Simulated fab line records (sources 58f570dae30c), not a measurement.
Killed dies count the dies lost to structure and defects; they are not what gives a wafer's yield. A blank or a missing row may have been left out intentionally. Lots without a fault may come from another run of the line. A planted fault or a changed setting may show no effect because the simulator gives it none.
What tool caused it? | flow berkeley_cmos170 | 21 wafers from 7 lots sampled at 2 of the route's 331 steps

## WHAT EACH GAUGE READ, for each wafer
UCB170_SILICIDE_THK_MEAS_03: measures by xrf.
lot  | measured     | on            | SILICIDE_TI_THK (nm)
L264 | day 7 18:14  | film_metro-01 | 30.03 30.23 29.95
L268 | day 7 23:09  | film_metro-03 | 30.26 30.69 30.45
L269 | day 8 23:45  | film_metro-04 | 29.86 29.86 29.92
L272 | day 9 09:07  | film_metro-04 | 29.71 30.11 29.76
L275 | day 9 20:22  | film_metro-04 | 26.40 29.71 29.87
L283 | day 11 14:01 | film_metro-04 | 29.95 30.08 29.77
L287 | day 12 17:28 | film_metro-03 | 29.88 30.10 29.92

## WHICH TOOL RAN EACH LOT (tool, then ch and the chambers of the sampled wafers, then the start)
lot  | UCB170_SILICIDE_SPUTTER_01
L264 | pvd_sputter-01, day 7 18:04
L268 | pvd_sputter-01, day 7 23:00
L269 | pvd_sputter-02, day 8 23:35
L272 | pvd_sputter-03, day 9 08:57
L275 | pvd_sputter-03, day 9 20:12
L283 | pvd_sputter-01, day 11 13:51
L287 | pvd_sputter-02, day 12 17:18
- UCB170_SILICIDE_SPUTTER_01: material Ti, target thk 30 nm, time 25 s.

## THE ANSWER, worked out from the rows above alone
Rule: the lots themselves supply what counts as usual. The widest of any qualifying gaps counts: lots, ordered by their means at a reading, are off when they make up no more than a third of the lots, leave a main group of 4 or more, and stand apart from it by 3 or more times the standard deviation of that group's means. A main group whose means are all the same, to the digits that the tables above print for the reading, isn't used. Also off: a lot with no number at a reading for which 4 or more lots have one. All remaining lots with rows at the step are treated as sound.
Off: at UCB170_SILICIDE_THK_MEAS_03 (SILICIDE_TI_THK), L275. Mean 30.03 nm and standard deviation 0.21 in the main group.
If a tool, at a process step before that reading, ran all the lots that are off and no sound lot after the first of them, it fits. Gauges at UCB170_SILICIDE_THK_MEAS_03: tried the same way as those tools. One fits: UCB170_SILICIDE_SPUTTER_01 on pvd_sputter-03. A fault onset in the window from L272 (day 9 08:57, its last sound lot) to L275 (day 9 20:12, its first lot off) fits.

## WHAT THE SIMULATOR HAD INSERTED
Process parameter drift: pvd_sputter-03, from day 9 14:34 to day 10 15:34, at UCB170_SILICIDE_SPUTTER_01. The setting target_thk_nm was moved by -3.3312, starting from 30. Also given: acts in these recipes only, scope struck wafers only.
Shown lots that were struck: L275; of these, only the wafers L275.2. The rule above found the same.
